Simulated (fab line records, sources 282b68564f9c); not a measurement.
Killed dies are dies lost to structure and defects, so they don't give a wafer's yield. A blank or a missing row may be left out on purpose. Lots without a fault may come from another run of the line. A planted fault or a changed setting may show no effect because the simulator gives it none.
A struck lot beside a sound one | flow rit_cmos | 13 steps out of a route of 202
Sound: wafers L743.1, L743.5, L743.6. Struck: wafers L737.1, L737.4, L737.5. The cause comes at the end.
At each step with rows: each side's tool, then ch and its chambers, then its first start. Under that, the readings that differ: sound wafers | struck wafers | difference of the means | sigmas: that difference in standard deviations of wafers without a fault.
alike: readings whose means differ by less than 2 such deviations, and words and numbers that are the same on both sides. not compared: withheld readings, readings that some wafer has no value for, bounds like >300 that may hide the same value, and numbers for which the record gives no deviation and whose values overlap.
The two part at a step that has a row with sigmas, a row that says differs or no value, or rows on one side only. Numbers that don't overlap but have no deviation are shown without sigmas and don't part them. A reading that every wafer of one side lacks parts them only if that side has two wafers or more.

RIT_NWELL_TW_MEAS_10:
  sound on film_metro-04, day 5 02:31; struck on film_metro-04, day 3 23:03
  alike: NWELL_TW
then, 6 steps without rows for these wafers: RIT_PWELL_HMDS_00 (prime time 60 s); RIT_PWELL_COAT_01 (resist thk 1300 nm); RIT_PWELL_SOFTBAKE_02 (time 60 s); RIT_PWELL_EXPOSE_03 (exposes mask M3, target cd 43700 nm); RIT_PWELL_PEB_04; RIT_PWELL_DEVELOP_05 (develop time 68 s).
RIT_PWELL_OVL_MEAS_06:
  sound on overlay-02, day 5 03:35; struck on overlay-01, day 4 00:08
  alike: PWELL_OVL
then, 2 steps without rows for these wafers: RIT_PWELL_HARDBAKE_07 (time 120 s); RIT_PWELL_IMPLANT_08.
RIT_PWELL_STRIP_09: strips in O2, time 180 s.
  sound on plasma_asher-03 ch 0,1, day 5 04:01; struck on plasma_asher-01 ch 0,1, day 4 00:34
  alike: drypump_motor_current_A
  not compared: rf_hours_counter_h
RIT_PWELL_TW_MEAS_10:
  sound on film_metro-01, day 5 04:12; struck on film_metro-01, day 4 00:44
  alike: PWELL_TW
RIT_WELLDRIVE_ANNEAL_00: time 14700 s.
  sound on furnace-04 ch 0, day 5 04:16; struck on furnace-03, day 4 00:48
  no value came back on the struck wafers for run_length_s (s), spike_tc_centre_C (C), tube_center_temp_C (C); on the sound wafers run_length_s (s) reads 18264 18264 18264

WHERE THEY PART
Only at RIT_WELLDRIVE_ANNEAL_00, within this record.

WHY: what the simulator had put in
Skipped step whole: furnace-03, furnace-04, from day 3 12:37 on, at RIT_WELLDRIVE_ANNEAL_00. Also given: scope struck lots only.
